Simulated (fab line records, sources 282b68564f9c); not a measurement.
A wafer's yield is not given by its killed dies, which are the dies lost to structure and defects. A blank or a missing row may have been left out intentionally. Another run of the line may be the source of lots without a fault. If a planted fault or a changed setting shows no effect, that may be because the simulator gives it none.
fab line records ; flow rit-cmos
[record] lots = 6; wafers = 18; last-day = 7
route steps=202 shown NWELL@35 PWELL@39 NRETRO@54 PRETRO@64 GATE@75 M1@202
lots with no fault: from the same line, run without faults
start-h: hours from the record's opening day to when the first of the lot's shown wafers began ; wait-h: hours from the lot's prior step to this one ; " same as the row above ; L1.1+2: several wafers, shown together as one row ; - either no value or no given start ; * or withheld: withheld ; < > ~ a bound
route shown NAME@n: names a module that has steps shown in the file, with the first one's number in the route ; usual: mean/standard deviation of fault-free wafers ; same: alike in all rows ; chamber/n: place in a boat ; sites: each site's reading ; _std_site: the standard deviation of these ; _edge_site: outer sites' mean less inner sites' ; radius-mm: for every site, how far away it sits from the centre of the wafer ; mask NAME#n: copy n ; behind: the last tool/chamber to shape the wafer ; hold: cause of the lot's hold/its duration in hours/its outcome ; device: whichever transistor did not switch (one of n, p or np) ; end of line: tests of these same wafers at the route's end ; step lacking rows: just its recipe ; killed: count of dies lost to structure and defects at first sort (not the wafer's yield) ; map: the dies of a wafer, with x for killed, . for not killed, _ for no die there
set.NAME: the setting that was run; set.NAME@STEP: the one run at that earlier step ; model.NAME: the simulator's own value behind a step, which no gauge read
lots at some steps of the route; a table a step, a row a wafer
services: when a tool's chamber went out of use (start-h, in hours from the record's first day, below 0 if earlier), for how many hours, and the reason
[[steps]]
[step RIT_NWELL_HARDBAKE_07]
[recipe] resist = NOVOLAK; temp-c = 140; time-s = 120
[step RIT_NWELL_IMPLANT_08]
[recipe] species = P; energy-kev = 167.2; dose-cm2 = 5e+13; tilt-deg = 7
[step RIT_NWELL_STRIP_09]
[recipe] chemistry = O2; time-s = 180; resist = NOVOLAK; platen-temp-c = withheld; power-w = 500; pressure-mtorr = 4000; o2-flow-sccm = 4000
[usual] chamber-pressure-mTorr = 4000/3.8; drypump-motor-current-A = 5.7/0.35; o2-flow-sccm = 3997/13
[same] time-s = 180
lot.wafer;tool;chamber;start-h;wait-h;chamber-pressure-mTorr;drypump-motor-current-A;o2-flow-sccm;rf-hours-counter-h
L425.4;plasma-asher-01;0;35.80;0.1;4003;5.5;3983;-
L425.5;plasma-asher-01;1;35.80;0.1;4002;6.4;3993;-
L425.6;plasma-asher-01;0;35.80;0.1;4002;5.4;3976;-
L426.2;plasma-asher-04;0;43.64;0.1;4001;6.0;3984;41
L426.4;plasma-asher-04;0;43.64;0.1;4002;6.0;4009;-
L426.6;plasma-asher-04;0;43.64;0.1;4002;6.0;4009;-
L437.2;plasma-asher-01;1;97.80;0.1;3997;6.4;3992;41
L437.3;plasma-asher-01;0;97.80;0.1;3999;5.4;3996;-
L437.4;plasma-asher-01;1;97.80;0.1;3997;6.4;3994;-
L439.2;plasma-asher-04;1;109.06;0.1;3997;5.8;4016;48
L439.5;plasma-asher-04;1;109.06;0.1;3999;5.8;3997;-
L439.6;plasma-asher-04;0;109.06;0.1;4003;6.0;3994;-
L443.2;plasma-asher-01;1;127.70;0.1;4004;6.4;4008;1
L443.4;plasma-asher-01;0;127.70;0.1;3998;5.5;4000;-
L443.6;plasma-asher-01;1;127.70;0.1;3998;6.4;3987;-
L444.1;plasma-asher-03;0;132.53;0.1;4000;5.6;4016;36
L444.2;plasma-asher-03;1;132.53;0.1;3997;5.5;3996;36
L444.6;plasma-asher-03;0;132.53;0.1;3997;5.5;4004;-
[step RIT_NWELL_TW_MEAS_10]
[usual] NWELL_TW = 2133/16
lot.wafer;tool;chamber;start-h;wait-h;NWELL_TW
L425.4;film-metro-02;-;35.95;0.1;2117
L425.5;film-metro-02;-;35.95;0.1;2111
L425.6;film-metro-02;-;35.95;0.1;2113
L426.2;film-metro-02;-;43.82;0.1;2109
L426.4;film-metro-02;-;43.82;0.1;2119
L426.6;film-metro-02;-;43.82;0.1;2118
L437.2;film-metro-02;-;97.99;0.1;2137
L437.3;film-metro-02;-;97.99;0.1;2143
L437.4;film-metro-02;-;97.99;0.1;2124
L439.2;film-metro-03;-;109.25;0.1;2118
L439.5;film-metro-03;-;109.25;0.1;2125
L439.6;film-metro-03;-;109.25;0.1;2114
L443.2;film-metro-02;-;127.89;0.1;2141
L443.4;film-metro-02;-;127.89;0.1;2136
L443.6;film-metro-02;-;127.89;0.1;2147
L444.1;film-metro-02;-;132.70;0.1;2135
L444.2;film-metro-02;-;132.70;0.1;2139
L444.6;film-metro-02;-;132.70;0.1;2121
[step RIT_PWELL_HMDS_00]
[recipe] prime-time-s = 60; prime-temp-c = 140
[step RIT_PWELL_COAT_01]
[recipe] resist = NOVOLAK; spin-rpm = 2000; resist-thk-nm = 1300
[step RIT_PWELL_SOFTBAKE_02]
[recipe] resist = NOVOLAK; temp-c = 90; time-s = 60
[step RIT_PWELL_EXPOSE_03]
[recipe] mask-id = M3; na = 0.57; target-cd-nm = 43700; dose-mj = 250
[step RIT_PWELL_PEB_04]
[recipe] resist = NOVOLAK; temp-c = withheld; time-s = withheld
[step RIT_PWELL_DEVELOP_05]
[recipe] resist = NOVOLAK; develop-time-s = 68; dev-temp-c = 23
[step RIT_PWELL_OVL_MEAS_06]
[usual] PWELL_OVL = -1.7/1.2
lot.wafer;tool;chamber;start-h;wait-h;PWELL_OVL[nm]
L425.4;overlay-02;-;36.88;-;-0.3
L425.5;overlay-02;-;36.88;-;-1.7
L425.6;overlay-02;-;36.88;-;-0.1
L426.2;overlay-02;-;44.76;-;0.1
L426.4;overlay-02;-;44.76;-;1.7
L426.6;overlay-02;-;44.76;-;0.5
L437.2;overlay-01;-;99.26;-;0.3
L437.3;overlay-01;-;99.26;-;-0.1
L437.4;overlay-01;-;99.26;-;-1.6
L439.2;overlay-01;-;110.18;-;-2.4
L439.5;overlay-01;-;110.18;-;-2.5
L439.6;overlay-01;-;110.18;-;-3.0
L443.2;overlay-02;-;128.82;-;-1.8
L443.4;overlay-02;-;128.82;-;-0.9
L443.6;overlay-02;-;128.82;-;-2.7
L444.1;overlay-01;-;133.64;-;-2.9
L444.2;overlay-01;-;133.64;-;-2.6
L444.6;overlay-01;-;133.64;-;-2.5
[step RIT_PWELL_HARDBAKE_07]
[recipe] resist = NOVOLAK; temp-c = 140; time-s = 120
[step RIT_PWELL_IMPLANT_08]
[recipe] species = B; energy-kev = 170; dose-cm2 = 7e+13; tilt-deg = 7
[usual] dose-ions-cm2 = 7.001e+13/6.7e+10; faraday-current-uA = 222/4.4
lot.wafer;tool;chamber;start-h;wait-h;dose-ions-cm2;faraday-current-uA
L425.4;implanter-01;0;37.22;0.2;7.016e+13;218
L425.5;implanter-01;0;37.22;0.2;6.997e+13;231
L425.6;implanter-01;0;37.22;0.2;7.003e+13;222
L426.2;implanter-04;0;45.06;0.2;7.006e+13;221
L426.4;implanter-04;0;45.06;0.2;6.992e+13;227
L426.6;implanter-04;0;45.06;0.2;6.997e+13;224
L437.2;implanter-04;0;99.67;0.2;7.707e+13;248
L437.3;implanter-04;0;99.67;0.2;7.712e+13;251
L437.4;implanter-04;0;99.67;0.2;7.692e+13;248
L439.2;implanter-04;0;110.49;0.2;7.7e+13;250
L439.5;implanter-04;0;110.49;0.2;7.698e+13;246
L439.6;implanter-04;0;110.49;0.2;7.691e+13;243
L443.2;implanter-01;0;129.13;0.2;6.994e+13;222
L443.4;implanter-01;0;129.13;0.2;7.014e+13;223
L443.6;implanter-01;0;129.13;0.2;6.997e+13;222
L444.1;implanter-03;0;133.93;0.2;6.995e+13;223
L444.2;implanter-03;0;133.93;0.2;6.992e+13;220
L444.6;implanter-03;0;133.93;0.2;6.997e+13;221
[step RIT_PWELL_STRIP_09]
[recipe] chemistry = O2; time-s = 180; resist = NOVOLAK; platen-temp-c = withheld; power-w = 500; pressure-mtorr = 4000; o2-flow-sccm = 4000
[usual] chamber-pressure-mTorr = 4000/3.9; drypump-motor-current-A = 5.9/0.4; o2-flow-sccm = 3999/13
[same] time-s = 180
lot.wafer;tool;chamber;start-h;wait-h;chamber-pressure-mTorr;drypump-motor-current-A;o2-flow-sccm;rf-hours-counter-h
L425.4;plasma-asher-03;1;37.35;0.1;3999;5.5;4015;-
L425.5;plasma-asher-03;0;37.35;0.1;4000;5.5;4008;-
L425.6;plasma-asher-03;1;37.35;0.1;3999;5.5;3992;-
L426.2;plasma-asher-02;0;45.19;0.1;3999;5.7;3984;40
L426.4;plasma-asher-02;0;45.19;0.1;4003;5.7;3992;-
L426.6;plasma-asher-02;0;45.19;0.1;4000;5.7;4007;-
L437.2;plasma-asher-02;1;99.80;0.1;4000;6.5;3993;45
L437.3;plasma-asher-02;1;99.80;0.1;4002;6.5;4028;-
L437.4;plasma-asher-02;0;99.80;0.1;4004;5.7;3998;-
L439.2;plasma-asher-04;0;110.61;0.1;3998;6.0;4007;48
L439.5;plasma-asher-04;0;110.61;0.1;4005;6.0;3989;-
L439.6;plasma-asher-04;1;110.61;0.1;3999;5.8;4013;-
L443.2;plasma-asher-02;1;129.25;0.1;4007;6.5;3995;50
L443.4;plasma-asher-02;1;129.25;0.1;4000;6.5;3988;-
L443.6;plasma-asher-02;0;129.25;0.1;4005;5.7;3977;-
L444.1;plasma-asher-02;0;134.08;0.1;4002;5.6;3975;50
L444.2;plasma-asher-02;1;134.08;0.1;4002;6.5;3986;50
L444.6;plasma-asher-02;1;134.08;0.1;3996;6.6;3998;-
[step RIT_PWELL_TW_MEAS_10]
[usual] PWELL_TW = 950/7
lot.wafer;tool;chamber;start-h;wait-h;hold;PWELL_TW
L425.4;film-metro-01;-;37.50;0.1;-;957
L425.5;film-metro-01;-;37.50;0.1;-;958
L425.6;film-metro-01;-;37.50;0.1;-;958
L426.2;film-metro-03;-;45.37;0.1;-;949
L426.4;film-metro-03;-;45.37;0.1;-;941
L426.6;film-metro-03;-;45.37;0.1;-;946
L437.2;film-metro-02;-;99.98;0.1;await-dispo/0.2h/release;977
L437.3;film-metro-02;-;99.98;0.1;await-dispo/0.2h/release;980
L437.4;film-metro-02;-;99.98;0.1;await-dispo/0.2h/release;987
L437.2;film-metro-02;-;100.21;0.2;-;977
L437.3;film-metro-02;-;100.21;0.2;-;979
L437.4;film-metro-02;-;100.21;0.2;-;983
L439.2;film-metro-02;-;110.80;0.1;await-dispo/0.2h/release;982
L439.5;film-metro-02;-;110.80;0.1;await-dispo/0.2h/release;978
L439.6;film-metro-02;-;110.80;0.1;await-dispo/0.2h/release;975
L439.2;film-metro-02;-;111.03;0.2;-;978
L439.5;film-metro-02;-;111.03;0.2;-;982
L439.6;film-metro-02;-;111.03;0.2;-;982
L443.2;film-metro-03;-;129.44;0.1;-;952
L443.4;film-metro-03;-;129.44;0.1;-;954
L443.6;film-metro-03;-;129.44;0.1;-;948
L444.1;film-metro-01;-;134.25;0.1;-;958
L444.2;film-metro-01;-;134.25;0.1;-;960
L444.6;film-metro-01;-;134.25;0.1;-;959
[step RIT_WELLDRIVE_RS_MEAS_01]
[recipe] thk-meas-gauge = four-point-probe
[usual] NWELL_RS = 275.9/0.65
lot.wafer;tool;chamber;start-h;wait-h;NWELL_RS[ohm/sq]
L425.4;film-metro-02;-;42.77;0.1;275.8
L425.5;film-metro-02;-;42.77;0.1;274.8
L425.6;film-metro-02;-;42.77;0.1;275.8
L426.2;film-metro-01;-;56.39;0.0;275.5
L426.4;film-metro-01;-;56.39;0.0;275.3
L426.6;film-metro-01;-;56.39;0.0;274.7
L437.2;film-metro-01;-;107.67;0.0;274.7
L437.3;film-metro-01;-;107.67;0.0;275.0
L437.4;film-metro-01;-;107.67;0.0;275.4
L439.2;film-metro-03;-;119.96;0.2;277.6
L439.5;film-metro-03;-;119.96;0.2;276.7
L439.6;film-metro-03;-;119.96;0.2;277.1
L443.2;film-metro-02;-;134.71;0.0;274.9
L443.4;film-metro-02;-;134.71;0.0;275.3
L443.6;film-metro-02;-;134.71;0.0;275.7
L444.1;film-metro-02;-;139.39;0.0;276.7
L444.2;film-metro-02;-;139.39;0.0;275.7
L444.6;film-metro-02;-;139.39;0.0;276.2
[step RIT_WELLDRIVE_RS_MEAS_02]
[recipe] thk-meas-gauge = four-point-probe
[usual] PWELL_RS = 430.1/1.1
lot.wafer;tool;chamber;start-h;wait-h;hold;PWELL_RS[ohm/sq]
L425.4;film-metro-02;-;42.89;0.1;-;431.4
L425.5;film-metro-02;-;42.89;0.1;-;431.0
L425.6;film-metro-02;-;42.89;0.1;-;430.6
L426.2;film-metro-01;-;56.51;0.1;-;431.8
L426.4;film-metro-01;-;56.51;0.1;-;431.0
L426.6;film-metro-01;-;56.51;0.1;-;430.8
L437.2;film-metro-01;-;107.79;0.1;await-dispo/0.2h/release;405.1
L437.3;film-metro-01;-;107.79;0.1;await-dispo/0.2h/release;402.9
L437.4;film-metro-01;-;107.79;0.1;await-dispo/0.2h/release;404.4
L437.2;film-metro-01;-;108.08;0.3;-;404.9
L437.3;film-metro-01;-;108.08;0.3;-;403.8
L437.4;film-metro-01;-;108.08;0.3;-;404.0
L439.2;film-metro-03;-;120.14;0.2;await-dispo/0.2h/release;405.5
L439.5;film-metro-03;-;120.14;0.2;await-dispo/0.2h/release;404.6
L439.6;film-metro-03;-;120.14;0.2;await-dispo/0.2h/release;404.6
L439.2;film-metro-03;-;120.43;0.3;-;405.4
L439.5;film-metro-03;-;120.43;0.3;-;404.5
L439.6;film-metro-03;-;120.43;0.3;-;405.0
L443.2;film-metro-02;-;134.83;0.1;-;431.9
L443.4;film-metro-02;-;134.83;0.1;-;430.1
L443.6;film-metro-02;-;134.83;0.1;-;431.0
L444.1;film-metro-02;-;139.51;0.1;-;428.4
L444.2;film-metro-02;-;139.51;0.1;-;429.7
L444.6;film-metro-02;-;139.51;0.1;-;430.4
[step RIT_NRETRO_COAT_01]
[recipe] resist = NOVOLAK; spin-rpm = 2000; resist-thk-nm = 1319
[step RIT_NRETRO_SOFTBAKE_02]
[recipe] resist = NOVOLAK; temp-c = 90; time-s = 60
[step RIT_NRETRO_EXPOSE_03]
[recipe] mask-id = M4; na = 0.57; target-cd-nm = 43900; dose-mj = 250
[step RIT_NRETRO_PEB_04]
[recipe] resist = NOVOLAK; temp-c = withheld; time-s = withheld
[step RIT_NRETRO_DEVELOP_05]
[recipe] resist = NOVOLAK; develop-time-s = 68; dev-temp-c = 23
[step RIT_NRETRO_OVL_MEAS_06]
[usual] NRETRO_OVL = -0.5/1.4
lot.wafer;tool;chamber;start-h;wait-h;NRETRO_OVL[nm]
L425.4;overlay-02;-;43.97;-;0.1
L425.5;overlay-02;-;43.97;-;0.5
L425.6;overlay-02;-;43.97;-;0.0
L426.2;overlay-02;-;57.50;-;-0.8
L426.4;overlay-02;-;57.50;-;0.0
L426.6;overlay-02;-;57.50;-;-0.7
L437.2;overlay-01;-;114.00;-;-0.4
L437.3;overlay-01;-;114.00;-;1.2
L437.4;overlay-01;-;114.00;-;-0.2
L439.2;overlay-01;-;125.31;-;-1.7
L439.5;overlay-01;-;125.31;-;-2.2
L439.6;overlay-01;-;125.31;-;-1.0
L443.2;overlay-01;-;135.81;-;-2.5
L443.4;overlay-01;-;135.81;-;-3.1
L443.6;overlay-01;-;135.81;-;-2.7
L444.1;overlay-01;-;140.51;-;1.6
L444.2;overlay-01;-;140.51;-;1.1
L444.6;overlay-01;-;140.51;-;3.4
[step RIT_NRETRO_HARDBAKE_07]
[recipe] resist = NOVOLAK; temp-c = 140; time-s = 120
[step RIT_NRETRO_IMPLANT_08]
[recipe] species = P; energy-kev = 68.75; dose-cm2 = 1e+13; tilt-deg = 7
[step RIT_NRETRO_STRIP_09]
[recipe] chemistry = O2; time-s = 180; resist = NOVOLAK; platen-temp-c = withheld; power-w = 500; pressure-mtorr = 4000; o2-flow-sccm = 4000
[usual] chamber-pressure-mTorr = 3999/3.9; drypump-motor-current-A = 6.0/0.38; o2-flow-sccm = 4000/11
[same] time-s = 180
lot.wafer;tool;chamber;start-h;wait-h;chamber-pressure-mTorr;drypump-motor-current-A;o2-flow-sccm;rf-hours-counter-h
L425.4;plasma-asher-02;1;44.45;0.1;4003;6.5;4012;-
L425.5;plasma-asher-02;0;44.45;0.1;4002;5.6;3999;-
L425.6;plasma-asher-02;1;44.45;0.1;4005;6.5;4012;-
L426.2;plasma-asher-04;1;57.93;0.1;3997;5.8;3992;43
L426.4;plasma-asher-04;0;57.93;0.1;4000;6.0;3992;-
L426.6;plasma-asher-04;0;57.93;0.1;4006;6.0;3996;-
L437.2;plasma-asher-01;1;117.75;3.4;4001;6.4;3991;42
L437.3;plasma-asher-01;1;117.75;3.4;3995;6.4;4015;-
L437.4;plasma-asher-01;0;117.75;3.4;3999;5.4;4008;-
L439.2;plasma-asher-01;0;125.85;0.1;3997;5.4;3981;0
L439.5;plasma-asher-01;1;125.85;0.1;3994;6.4;3997;-
L439.6;plasma-asher-01;0;125.85;0.1;4003;5.4;3984;-
L443.2;plasma-asher-04;1;136.24;0.1;4002;5.8;4020;51
L443.4;plasma-asher-04;1;136.24;0.1;3999;5.8;4000;-
L443.6;plasma-asher-04;1;136.24;0.1;4001;5.8;4016;-
L444.1;plasma-asher-04;1;140.95;0.1;3999;5.8;4007;52
L444.2;plasma-asher-04;0;140.95;0.1;4004;6.0;4009;52
L444.6;plasma-asher-04;0;140.95;0.1;3996;6.0;4004;-
[step RIT_NRETRO_TW_MEAS_10]
[usual] NRETRO_TW = 1046/6.8
lot.wafer;tool;chamber;start-h;wait-h;NRETRO_TW
L425.4;film-metro-04;-;44.93;0.4;1044
L425.5;film-metro-04;-;44.93;0.4;1048
L425.6;film-metro-04;-;44.93;0.4;1045
L426.2;film-metro-03;-;58.11;0.1;1046
L426.4;film-metro-03;-;58.11;0.1;1053
L426.6;film-metro-03;-;58.11;0.1;1049
L437.2;film-metro-01;-;117.93;0.1;1051
L437.3;film-metro-01;-;117.93;0.1;1053
L437.4;film-metro-01;-;117.93;0.1;1053
L439.2;film-metro-03;-;126.03;0.1;1050
L439.5;film-metro-03;-;126.03;0.1;1047
L439.6;film-metro-03;-;126.03;0.1;1045
L443.2;film-metro-04;-;136.43;0.1;1046
L443.4;film-metro-04;-;136.43;0.1;1044
L443.6;film-metro-04;-;136.43;0.1;1042
L444.1;film-metro-01;-;141.13;0.1;1053
L444.2;film-metro-01;-;141.13;0.1;1055
L444.6;film-metro-01;-;141.13;0.1;1058
[step RIT_PRETRO_HMDS_00]
[recipe] prime-time-s = 60; prime-temp-c = 140
[step RIT_PRETRO_COAT_01]
[recipe] resist = NOVOLAK; spin-rpm = 2000; resist-thk-nm = 1300
[step RIT_PRETRO_SOFTBAKE_02]
[recipe] resist = NOVOLAK; temp-c = 90; time-s = 60
[step RIT_PRETRO_EXPOSE_03]
[recipe] mask-id = M5; na = 0.57; target-cd-nm = 43700; dose-mj = 250
[step RIT_PRETRO_PEB_04]
[recipe] resist = NOVOLAK; temp-c = withheld; time-s = withheld
[step RIT_PRETRO_DEVELOP_05]
[recipe] resist = NOVOLAK; develop-time-s = 68; dev-temp-c = 23
[step RIT_PRETRO_OVL_MEAS_06]
[usual] PRETRO_OVL = -0.5/1.1
lot.wafer;tool;chamber;start-h;wait-h;PRETRO_OVL[nm]
L425.4;overlay-01;-;45.86;-;0.3
L425.5;overlay-01;-;45.86;-;0.4
L425.6;overlay-01;-;45.86;-;0.7
L426.2;overlay-01;-;59.17;-;0.2
L426.4;overlay-01;-;59.17;-;0.1
L426.6;overlay-01;-;59.17;-;0.2
L437.2;overlay-01;-;119.12;-;-2.9
L437.3;overlay-01;-;119.12;-;-2.5
L437.4;overlay-01;-;119.12;-;-1.9
L439.2;overlay-02;-;127.56;-;0.7
L439.5;overlay-02;-;127.56;-;0.2
L439.6;overlay-02;-;127.56;-;0.3
L443.2;overlay-01;-;137.47;-;-0.7
L443.4;overlay-01;-;137.47;-;-0.9
L443.6;overlay-01;-;137.47;-;0.4
L444.1;overlay-01;-;142.07;-;-0.7
L444.2;overlay-01;-;142.07;-;-1.2
L444.6;overlay-01;-;142.07;-;-1.6
[step RIT_PRETRO_HARDBAKE_07]
[recipe] resist = NOVOLAK; temp-c = 140; time-s = 120
[step RIT_PRETRO_IMPLANT_08]
[recipe] species = B; energy-kev = 45; dose-cm2 = 1.223e+13; tilt-deg = 7
[step RIT_PRETRO_STRIP_09]
[recipe] chemistry = O2; time-s = 180; resist = NOVOLAK; platen-temp-c = withheld; power-w = 500; pressure-mtorr = 4000; o2-flow-sccm = 4000
[usual] chamber-pressure-mTorr = 4000/3.8; drypump-motor-current-A = 5.9/0.46; o2-flow-sccm = 3999/11
[same] time-s = 180
lot.wafer;tool;chamber;start-h;wait-h;chamber-pressure-mTorr;drypump-motor-current-A;o2-flow-sccm;rf-hours-counter-h
L425.4;plasma-asher-03;1;46.34;0.1;4001;5.5;4025;-
L425.5;plasma-asher-03;0;46.34;0.1;3996;5.5;4013;-
L425.6;plasma-asher-03;1;46.34;0.1;4001;5.5;4013;-
L426.2;plasma-asher-02;0;59.60;0.1;4004;5.7;4001;41
L426.4;plasma-asher-02;0;59.60;0.1;3999;5.7;3987;-
L426.6;plasma-asher-02;1;59.60;0.1;3987;6.5;4000;-
L437.2;plasma-asher-02;0;119.63;0.1;3997;5.6;3994;47
L437.3;plasma-asher-02;1;119.63;0.1;4002;6.6;3988;-
L437.4;plasma-asher-02;0;119.63;0.1;3999;5.6;3997;-
L439.2;plasma-asher-02;0;127.99;0.1;4003;5.6;3991;48
L439.5;plasma-asher-02;0;127.99;0.1;4005;5.6;3999;-
L439.6;plasma-asher-02;1;127.99;0.1;3997;6.6;3982;-
L443.2;plasma-asher-02;1;137.90;0.1;4000;6.6;3985;50
L443.4;plasma-asher-02;0;137.90;0.1;3995;5.7;4005;-
L443.6;plasma-asher-02;0;137.90;0.1;4001;5.7;3984;-
L444.1;plasma-asher-01;1;142.50;0.1;4005;6.4;4002;3
L444.2;plasma-asher-01;0;142.50;0.1;4001;5.5;4003;3
L444.6;plasma-asher-01;0;142.50;0.1;3995;5.5;4007;-
[step RIT_PRETRO_TW_MEAS_10]
[usual] PRETRO_TW = 476.5/2.9
lot.wafer;tool;chamber;start-h;wait-h;PRETRO_TW
L425.4;film-metro-04;-;46.48;0.1;479.9
L425.5;film-metro-04;-;46.48;0.1;480.4
L425.6;film-metro-04;-;46.48;0.1;479.8
L426.2;film-metro-04;-;59.79;0.1;475.3
L426.4;film-metro-04;-;59.79;0.1;478.0
L426.6;film-metro-04;-;59.79;0.1;476.9
L437.2;film-metro-02;-;119.82;0.1;475.8
L437.3;film-metro-02;-;119.82;0.1;480.5
L437.4;film-metro-02;-;119.82;0.1;477.5
L439.2;film-metro-02;-;128.18;0.1;477.0
L439.5;film-metro-02;-;128.18;0.1;476.8
L439.6;film-metro-02;-;128.18;0.1;478.7
L443.2;film-metro-02;-;138.08;0.1;478.0
L443.4;film-metro-02;-;138.08;0.1;478.3
L443.6;film-metro-02;-;138.08;0.1;477.1
L444.1;film-metro-02;-;142.68;0.1;478.2
L444.2;film-metro-02;-;142.68;0.1;477.7
L444.6;film-metro-02;-;142.68;0.1;474.9
[step RIT_GATE_WET_ETCH_00]
[recipe] chemistry = BOE; target = SiO2; target-depth-nm = 56; time-s = 60; dry = n2-spin; dilution = 10:1; temp-c = 21.5
[step RIT_GATE_CLEAN_01]
[recipe] chemistry = SC1; mix = 3:3:50; time-s = 600; temp-c = 75
[step RIT_GATE_OXIDATION_05]
[recipe] temp-c = 900; ambient = O2; target-thk-a = 30; ox-time-s = 270
lot.wafer;tool;chamber;start-h;wait-h;model.SiO2_of_GATE_OXIDATION_05.thk-nm
L425.4;furnace-03;0;47.26;0.3;2.937
L425.5;furnace-03;0;47.26;0.3;2.98
L425.6;furnace-03;0;47.26;0.3;3.026
L426.2;furnace-03;0;62.19;1.9;2.986
L426.4;furnace-03;0;62.19;1.9;2.931
L426.6;furnace-03;0;62.19;1.9;2.947
L437.2;furnace-04;0;120.89;0.2;3.027
L437.3;furnace-04;0;120.89;0.2;3.023
L437.4;furnace-04;0;120.89;0.2;3.032
L439.2;furnace-01;0;129.60;0.4;2.973
L439.5;furnace-01;0;129.60;0.4;3.054
L439.6;furnace-01;0;129.60;0.4;3.068
L443.2;furnace-01;0;138.87;0.3;3.056
L443.4;furnace-01;0;138.87;0.3;3.062
L443.6;furnace-01;0;138.87;0.3;3.116
L444.1;furnace-03;0;146.14;3.0;2.972
L444.2;furnace-03;0;146.14;3.0;2.99
L444.6;furnace-03;0;146.14;3.0;2.958
[step RIT_M1_PROBE_99]
[usual] killed-at-contacts = 0.0/0.2; killed-at-front-end = 6.8/3; killed-dies = 6.9/3; killed-open = 3.3/1.9; killed-short = 3.6/1.9
[same] gross-dies = 264; killed_at_M0_to_M3 = 0; killed_at_M4_up = 0; killed-at-back-side = 0; killed-at-other = 0
lot.wafer;tool;chamber;start-h;wait-h;killed-at-contacts;killed-at-front-end;killed-dies;killed-open;killed-short
L437.2;prober-01;-;149.28;0.1;0;3;3;1;2
L437.3;prober-01;-;149.33;0.2;0;9;9;2;7
L437.4;prober-01;-;149.38;0.2;0;5;5;1;4
L439.2;prober-01;-;157.47;0.1;0;7;7;3;4
L439.5;prober-01;-;157.62;0.2;0;10;10;7;3
L439.6;prober-01;-;157.67;0.2;0;7;7;1;6
L443.2;prober-01;-;166.18;0.1;0;6;6;3;3
L443.4;prober-01;-;166.28;0.2;0;6;6;3;3
L443.6;prober-01;-;166.38;0.2;0;2;2;1;1
L444.1;prober-02;-;176.63;0.1;1;6;7;3;4
L444.2;prober-02;-;176.68;0.1;0;5;5;2;3
L444.6;prober-02;-;176.88;0.2;0;5;5;2;3
// killed by level:class
L437.2 FOX1:geometric-particle:short=1 REOX:geometric-particle:short=1 REOX:geometric-particle:open=1
L437.3 FOX2:geometric-particle:short=4 GATE:geometric-particle:short=3 GATE:geometric-particle:open=2
L437.4 FOX1:geometric-particle:short=1 FOX2:geometric-particle:short=1 GATE:geometric-particle:open=1 REOX:geometric-particle:short=1 SPACER:geometric-particle:short=1
L439.2 GATE:geometric-particle:short=2 SPACER:geometric-particle:open=2 FOX1:geometric-particle:short=1 REOX:geometric-particle:short=1 SILICIDE:geometric-particle:open=1
L439.5 FOX1:geometric-particle:open=2 REOX:geometric-particle:short=2 ACTIVE:geometric-particle:short=1 ACTIVE:geometric-particle:open=1 GATE:geometric-particle:open=1 REOX:geometric-particle:open=1 SPACER:geometric-particle:open=1 SILICIDE:geometric-particle:open=1
L439.6 GATE:geometric-particle:short=4 FOX1:geometric-particle:short=1 FOX2:geometric-particle:open=1 FOX2:geometric-particle:short=1
L443.2 FOX2:geometric-particle:open=2 FOX1:geometric-particle:short=1 FOX1:geometric-particle:open=1 GATE:geometric-particle:short=1 REOX:geometric-particle:short=1
L443.4 GATE:geometric-particle:open=3 FOX1:geometric-particle:short=1 GATE:geometric-particle:short=1 SPACER:geometric-particle:short=1
L443.6 GATE:geometric-particle:open=1 REOX:geometric-particle:short=1
L444.1 GATE:geometric-particle:open=2 FOX2:geometric-particle:short=1 GATE:geometric-particle:short=1 SPACER:geometric-particle:short=1 SILICIDE:geometric-particle:open=1 CONTACT:geometric-particle:short=1
L444.2 FOX1:geometric-particle:short=2 FOX1:geometric-particle:open=2 GATE:geometric-particle:short=1
L444.6 FOX1:geometric-particle:open=1 FOX1:geometric-particle:short=1 REOX:geometric-particle:short=1 REOX:geometric-particle:open=1 SPACER:geometric-particle:short=1
[[services]]
tool;chamber;start-h;hours;kind
plasma-asher-03;-;16.05;4.5;repair
implanter-03;-;23.99;4.8;pm
implanter-04;-;26.75;3.9;pm
implanter-01;-;28.80;3.3;pm
furnace-03;-;43.44;3.8;pm
plasma-asher-04;-;46.25;2.0;repair
furnace-01;-;48.56;2.7;pm
plasma-asher-01;-;108.75;9.0;pm
plasma-asher-01;0;108.75;9.0;vent-cycle
plasma-asher-01;1;108.75;9.0;vent-cycle
furnace-03;-;112.27;1.0;pm
plasma-asher-01;0;117.75;-;clean
plasma-asher-01;1;117.75;-;clean
implanter-03;-;121.80;3.5;repair
furnace-04;-;139.39;3.6;pm
plasma-asher-02;-;142.05;0.5;repair
furnace-04;-;142.24;37.5;repair
implanter-04;-;144.61;3.6;repair
[[key]]
[first-sign] step = RIT_PWELL_IMPLANT_08; reading = dose-ions-cm2; direction = up; sigmas = 99+; usual = 7.001e+13; struck = 7.7e+13
[effect] step = RIT_PWELL_IMPLANT_08; reading = faraday-current-uA; direction = up; sigmas = 5.9; usual = 222; struck = 247
[effect] step = RIT_PWELL_TW_MEAS_10; reading = visit; direction = added
[effect] step = RIT_WELLDRIVE_RS_MEAS_02; reading = visit; direction = added
[effect] step = RIT_WELLDRIVE_RS_MEAS_02; reading = PWELL_RS; direction = down; sigmas = 23; usual = 430.1; struck = 404.5
[model-effect] step = RIT_GATE_OXIDATION_05; value = SiO2_of_GATE_OXIDATION_05.thk-nm; without = 2.945; struck = 3.03
met-at RIT_PWELL_IMPLANT_08
struck-wafers L437.2,L437.3,L437.4,L439.2,L439.5,L439.6
tester-left-out L437,L439
onset-between 45.06 99.67
[fault] kind = process-parameter-drift; tool = implanter-04; chamber = -; onset-h = 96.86; steps = RIT_PWELL_IMPLANT_08; channel = dose-cm2; offset = 7e+12; shape = step; end-h = 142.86; acts-in = these-recipes-only; stated = 7e+13
// tester-left-out: of these lots the tester's yield and bins aren't shown, on N5 and GAA mostly nor the transistor test; their killed dies are dies lost to structure and defects alone, not to doping, threshold or leakage, so they don't give the yield
